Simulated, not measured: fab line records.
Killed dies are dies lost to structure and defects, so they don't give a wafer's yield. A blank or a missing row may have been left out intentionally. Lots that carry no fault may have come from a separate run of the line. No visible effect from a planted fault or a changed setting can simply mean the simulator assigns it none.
What tool caused it? :: flow berkeley_cmos170 :: 14 lots with 42 wafers sampled at 5 steps, on a route of 331 steps

WHAT EACH GAUGE READ, for each wafer
UCB170_ACTIVE_THK_MEAS_03. Usual: ACTIVE_OXIDE_THK 26.4 nm, standard deviation 0.55.
lot: L779
measured: day 4 07:17
on: film_metro-03
ACTIVE_OXIDE_THK (nm): 26.5 26.0 26.1
flag: 

lot: L778
measured: day 4 13:08
on: film_metro-01
ACTIVE_OXIDE_THK (nm): 27.2 26.9 27.3
flag: 

lot: L782
measured: day 5 03:32
on: film_metro-02
ACTIVE_OXIDE_THK (nm): 26.3 26.5 26.5
flag: 

lot: L785
measured: day 5 18:05
on: film_metro-02
ACTIVE_OXIDE_THK (nm): 25.8 25.6 25.6
flag: 

lot: L786
measured: day 6 02:44
on: film_metro-01
ACTIVE_OXIDE_THK (nm): 25.3 25.7 26.2
flag: 

lot: L790
measured: day 6 17:46
on: film_metro-03
ACTIVE_OXIDE_THK (nm): 27.5 27.3 27.3
flag: 

lot: L791
measured: day 6 17:44
on: film_metro-01
ACTIVE_OXIDE_THK (nm): 27.0 26.8 27.0
flag: 

lot: L792
measured: day 7 09:28
on: film_metro-02
ACTIVE_OXIDE_THK (nm): 26.6 26.7 26.8
flag: 

lot: L793
measured: day 8 02:10
on: film_metro-01
ACTIVE_OXIDE_THK (nm): 26.9 26.9 26.6
flag: 

lot: L794
measured: day 8 02:10
on: film_metro-02
ACTIVE_OXIDE_THK (nm): 26.3 26.6 26.5
flag: 

lot: L796
measured: day 8 13:50
on: film_metro-03
ACTIVE_OXIDE_THK (nm): 26.6 27.0 27.0
flag: 

lot: L798
measured: day 8 13:51
on: film_metro-01
ACTIVE_OXIDE_THK (nm): 26.0 26.0 25.8
flag: 

lot: L799
measured: day 9 06:32
on: film_metro-02
ACTIVE_OXIDE_THK (nm): 25.9 25.9 26.1
flag: 

lot: L800
measured: day 9 06:32
on: film_metro-03
ACTIVE_OXIDE_THK (nm): 26.9 26.6 26.8
flag: 

UCB170_GATE_THK_MEAS_02. Usual: GATE_OXIDE_THK 6.62 nm, standard deviation 0.17.
lot: L779
measured: day 6 13:30
on: film_metro-04
GATE_OXIDE_THK (nm): 6.49 6.72 6.72
flag: 

lot: L778
measured: day 6 22:27
on: film_metro-04
GATE_OXIDE_THK (nm): 6.66 6.78 6.67
flag: 

lot: L782
measured: day 7 15:46
on: film_metro-03
GATE_OXIDE_THK (nm): 6.61 6.65 6.60
flag: 

lot: L785
measured: day 8 07:35
on: film_metro-02
GATE_OXIDE_THK (nm): 6.97 6.85 6.82
flag: 

lot: L786
measured: day 9 00:38
on: film_metro-04
GATE_OXIDE_THK (nm): 6.66 6.60 6.68
flag: 

lot: L790
measured: day 9 18:13
on: film_metro-04
GATE_OXIDE_THK (nm): 6.59 6.56 6.48
flag: 

lot: L791
measured: day 9 18:08
on: film_metro-04
GATE_OXIDE_THK (nm): 6.67 6.71 6.85
flag: 

lot: L792
measured: day 10 08:14
on: film_metro-02
GATE_OXIDE_THK (nm): 6.69 6.62 6.69
flag: 

lot: L793
measured: day 10 17:07
on: film_metro-03
GATE_OXIDE_THK (nm): 6.37 6.29 6.40
flag: 

lot: L794
measured: day 10 17:07
on: film_metro-04
GATE_OXIDE_THK (nm): 6.49 6.56 6.64
flag: 

lot: L796
measured: day 11 03:11
on: film_metro-04
GATE_OXIDE_THK (nm): 6.64 6.56 6.59
flag: 

lot: L798
measured: day 11 03:12
on: film_metro-02
GATE_OXIDE_THK (nm): 6.54 6.51 6.53
flag: 

lot: L799
measured: day 11 12:25
on: film_metro-03
GATE_OXIDE_THK (nm): 6.57 6.57 6.46
flag: 

lot: L800
measured: day 11 12:25
on: film_metro-02
GATE_OXIDE_THK (nm): 6.72 6.75 6.71
flag: 

UCB170_PLDD_TW_MEAS_11. Usual: PLDD_TW 1007, standard deviation 4.6.
lot: L779
measured: day 7 01:24
on: film_metro-03
PLDD_TW: 1004 1006 1003
flag: 

lot: L778
measured: day 7 10:14
on: film_metro-01
PLDD_TW: 1003 1006 1003
flag: 

lot: L782
measured: day 8 07:32
on: film_metro-02
PLDD_TW: 1017 1012 1010
flag: 

lot: L785
measured: day 9 03:36
on: film_metro-01
PLDD_TW: 1420 1407 1413 1407 1415 1410
flag: OFF

lot: L786
measured: day 9 10:17
on: film_metro-02
PLDD_TW: 1423 1418 1417 1423 1424 1427
flag: OFF

lot: L790
measured: day 10 07:05
on: film_metro-03
PLDD_TW: 1000 1003 1003
flag: 

lot: L791
measured: day 10 07:34
on: film_metro-01
PLDD_TW: 1003 1000 1007
flag: 

lot: L792
measured: day 10 17:55
on: film_metro-01
PLDD_TW: 1005 1002 1007
flag: 

lot: L793
measured: day 11 05:00
on: film_metro-02
PLDD_TW: 1009 1008 1008
flag: 

lot: L794
measured: day 11 04:43
on: film_metro-03
PLDD_TW: 1006 1008 1003
flag: 

lot: L796
measured: day 11 16:39
on: film_metro-02
PLDD_TW: 1003 1003 1009
flag: 

lot: L798
measured: day 11 16:13
on: film_metro-03
PLDD_TW: 1009 1008 1006
flag: 

lot: L799
measured: day 11 23:38
on: film_metro-01
PLDD_TW: 1012 1011 1011
flag: 

lot: L800
measured: day 11 23:20
on: film_metro-02
PLDD_TW: 1003 1006 1003
flag: 

EACH LOT AND THE TOOL THAT RAN IT (in order: tool; ch and the chambers of the sampled wafers; start)
lot: L779
UCB170_ZERO_STRIP_07: plasma_asher-04 ch 0,1, day 1 22:56
UCB170_PLDD_IMPLANT_08: implanter-02 ch 0, day 7 01:02

lot: L778
UCB170_ZERO_STRIP_07: plasma_asher-01 ch 0,1, day 1 23:13
UCB170_PLDD_IMPLANT_08: implanter-01 ch 0, day 7 09:52

lot: L782
UCB170_ZERO_STRIP_07: plasma_asher-01 ch 0,1, day 2 17:43
UCB170_PLDD_IMPLANT_08: implanter-04 ch 0, day 8 07:10

lot: L785
UCB170_ZERO_STRIP_07: plasma_asher-01 ch 0,1, day 3 05:11
UCB170_PLDD_IMPLANT_08: implanter-04 ch 0, day 9 03:12

lot: L786
UCB170_ZERO_STRIP_07: plasma_asher-03 ch 0,1, day 3 14:37
UCB170_PLDD_IMPLANT_08: implanter-04 ch 0, day 9 09:53

lot: L790
UCB170_ZERO_STRIP_07: plasma_asher-01 ch 0,1, day 4 09:49
UCB170_PLDD_IMPLANT_08: implanter-02 ch 0, day 10 06:43

lot: L791
UCB170_ZERO_STRIP_07: plasma_asher-04 ch 0,1, day 4 10:23
UCB170_PLDD_IMPLANT_08: implanter-01 ch 0, day 10 07:10

lot: L792
UCB170_ZERO_STRIP_07: plasma_asher-03 ch 0,1, day 4 19:35
UCB170_PLDD_IMPLANT_08: implanter-02 ch 0, day 10 17:31

lot: L793
UCB170_ZERO_STRIP_07: plasma_asher-01 ch 0, day 5 03:14
UCB170_PLDD_IMPLANT_08: implanter-01 ch 0, day 11 04:37

lot: L794
UCB170_ZERO_STRIP_07: plasma_asher-04 ch 0,1, day 5 03:30
UCB170_PLDD_IMPLANT_08: implanter-02 ch 0, day 11 04:20

lot: L796
UCB170_ZERO_STRIP_07: plasma_asher-03 ch 0,1, day 5 11:42
UCB170_PLDD_IMPLANT_08: implanter-02 ch 0, day 11 16:15

lot: L798
UCB170_ZERO_STRIP_07: plasma_asher-03 ch 0,1, day 6 00:37
UCB170_PLDD_IMPLANT_08: implanter-02 ch 0, day 11 15:50

lot: L799
UCB170_ZERO_STRIP_07: plasma_asher-03 ch 0,1, day 6 07:02
UCB170_PLDD_IMPLANT_08: implanter-02 ch 0, day 11 23:14

lot: L800
UCB170_ZERO_STRIP_07: plasma_asher-01 ch 0,1, day 6 12:50
UCB170_PLDD_IMPLANT_08: implanter-04 ch 0, day 11 22:56
- UCB170_ZERO_STRIP_07: strips in O2.
- UCB170_PLDD_IMPLANT_08

WHAT THE TOOLS THEMSELVES READ (means of the sampled wafers that have a number; where no wafer has one, the mark that the record gives instead)
UCB170_ZERO_STRIP_07. Usual: drypump_motor_current_A 5.6 A, standard deviation 0.56; oes_product_au 0.727 a.u., standard deviation 0.0051; strip_time_to_endpoint_s 21.50 s, standard deviation 0.061.
lot: L779
tool: plasma_asher-04
drypump_motor_current_A (A): 5.7
oes_product_au (a.u.): 0.730
strip_time_to_endpoint_s (s): 21.42
flag: 

lot: L778
tool: plasma_asher-01
drypump_motor_current_A (A): 5.5
oes_product_au (a.u.): 0.733
strip_time_to_endpoint_s (s): 21.51
flag: 

lot: L782
tool: plasma_asher-01
drypump_motor_current_A (A): 5.5
oes_product_au (a.u.): 0.726
strip_time_to_endpoint_s (s): 21.55
flag: 

lot: L785
tool: plasma_asher-01
drypump_motor_current_A (A): 5.9
oes_product_au (a.u.): 0.727
strip_time_to_endpoint_s (s): 21.53
flag: 

lot: L786
tool: plasma_asher-03
drypump_motor_current_A (A): 5.2
oes_product_au (a.u.): 0.725
strip_time_to_endpoint_s (s): 21.43
flag: 

lot: L790
tool: plasma_asher-01
drypump_motor_current_A (A): 5.5
oes_product_au (a.u.): 0.727
strip_time_to_endpoint_s (s): 21.40
flag: 

lot: L791
tool: plasma_asher-04
drypump_motor_current_A (A): 5.5
oes_product_au (a.u.): 0.732
strip_time_to_endpoint_s (s): 21.55
flag: 

lot: L792
tool: plasma_asher-03
drypump_motor_current_A (A): 5.2
oes_product_au (a.u.): 0.725
strip_time_to_endpoint_s (s): 21.54
flag: 

lot: L793
tool: plasma_asher-01
drypump_motor_current_A (A): 5.1
oes_product_au (a.u.): 0.725
strip_time_to_endpoint_s (s): 21.46
flag: 

lot: L794
tool: plasma_asher-04
drypump_motor_current_A (A): 5.5
oes_product_au (a.u.): 0.726
strip_time_to_endpoint_s (s): 21.54
flag: 

lot: L796
tool: plasma_asher-03
drypump_motor_current_A (A): 5.6
oes_product_au (a.u.): 0.730
strip_time_to_endpoint_s (s): 21.57
flag: 

lot: L798
tool: plasma_asher-03
drypump_motor_current_A (A): 5.7
oes_product_au (a.u.): 0.725
strip_time_to_endpoint_s (s): 21.57
flag: 

lot: L799
tool: plasma_asher-03
drypump_motor_current_A (A): 5.6
oes_product_au (a.u.): 0.726
strip_time_to_endpoint_s (s): 21.50
flag: 

lot: L800
tool: plasma_asher-01
drypump_motor_current_A (A): 5.5
oes_product_au (a.u.): 0.731
strip_time_to_endpoint_s (s): 21.41
flag: 

UCB170_PLDD_IMPLANT_08. Usual: beam_on_s 10.03 s, standard deviation 0.19; dose_ions_cm2 4.999e+13, standard deviation 5e+10; faraday_current_uA 158.0, standard deviation 2.9.
lot: L779
tool: implanter-02
beam_on_s (s): 9.92
dose_ions_cm2: 4.995e+13
faraday_current_uA: 159.5
flag: 

lot: L778
tool: implanter-01
beam_on_s (s): 9.93
dose_ions_cm2: 5.000e+13
faraday_current_uA: 159.9
flag: 

lot: L782
tool: implanter-04
beam_on_s (s): 10.08
dose_ions_cm2: 5.004e+13
faraday_current_uA: 157.5
flag: 

lot: L785
tool: implanter-04
beam_on_s (s): 40.40
dose_ions_cm2: 2.500e+14
faraday_current_uA: 196.5
flag: OFF

lot: L786
tool: implanter-04
beam_on_s (s): 40.77
dose_ions_cm2: 2.500e+14
faraday_current_uA: 193.8
flag: OFF

lot: L790
tool: implanter-02
beam_on_s (s): 10.05
dose_ions_cm2: 5.003e+13
faraday_current_uA: 157.6
flag: 

lot: L791
tool: implanter-01
beam_on_s (s): 10.25
dose_ions_cm2: 4.998e+13
faraday_current_uA: 154.7
flag: 

lot: L792
tool: implanter-02
beam_on_s (s): 10.20
dose_ions_cm2: 4.997e+13
faraday_current_uA: 155.3
flag: 

lot: L793
tool: implanter-01
beam_on_s (s): 9.97
dose_ions_cm2: 5.004e+13
faraday_current_uA: 159.4
flag: 

lot: L794
tool: implanter-02
beam_on_s (s): 10.19
dose_ions_cm2: 5.006e+13
faraday_current_uA: 155.9
flag: 

lot: L796
tool: implanter-02
beam_on_s (s): 10.08
dose_ions_cm2: 4.996e+13
faraday_current_uA: 157.7
flag: 

lot: L798
tool: implanter-02
beam_on_s (s): 10.16
dose_ions_cm2: 4.994e+13
faraday_current_uA: 156.5
flag: 

lot: L799
tool: implanter-02
beam_on_s (s): 9.90
dose_ions_cm2: 4.994e+13
faraday_current_uA: 160.2
flag: 

lot: L800
tool: implanter-04
beam_on_s (s): 9.89
dose_ions_cm2: 4.997e+13
faraday_current_uA: 160.2
flag: 

THE ANSWER, worked out from the rows above alone
Rule: a lot is off if the mean of its wafers that have a number lies more than 3 standard deviations from the usual mean. Also off: a lot with no number at a reading for which 4 or more lots have one. All remaining lots with rows at the step are treated as sound. First the gauges in route order, then the tools' own readings, where a lot's mean is used as printed above. The first step at which some lot is off is used, and at that step the reading that is off furthest; a lot without a number counts as furthest.
Off: L785, L786, at UCB170_PLDD_TW_MEAS_11 (PLDD_TW).
A tool fits if, at a process step before that reading, it ran every lot that is off, and no sound lot after the first of them. The gauges at UCB170_PLDD_TW_MEAS_11 aren't tried: what is off there is off at UCB170_PLDD_IMPLANT_08 too, on other tools, and a gauge's error can't cause that. No candidate that was tried fits.

WHAT WAS PUT IN BY THE SIMULATOR
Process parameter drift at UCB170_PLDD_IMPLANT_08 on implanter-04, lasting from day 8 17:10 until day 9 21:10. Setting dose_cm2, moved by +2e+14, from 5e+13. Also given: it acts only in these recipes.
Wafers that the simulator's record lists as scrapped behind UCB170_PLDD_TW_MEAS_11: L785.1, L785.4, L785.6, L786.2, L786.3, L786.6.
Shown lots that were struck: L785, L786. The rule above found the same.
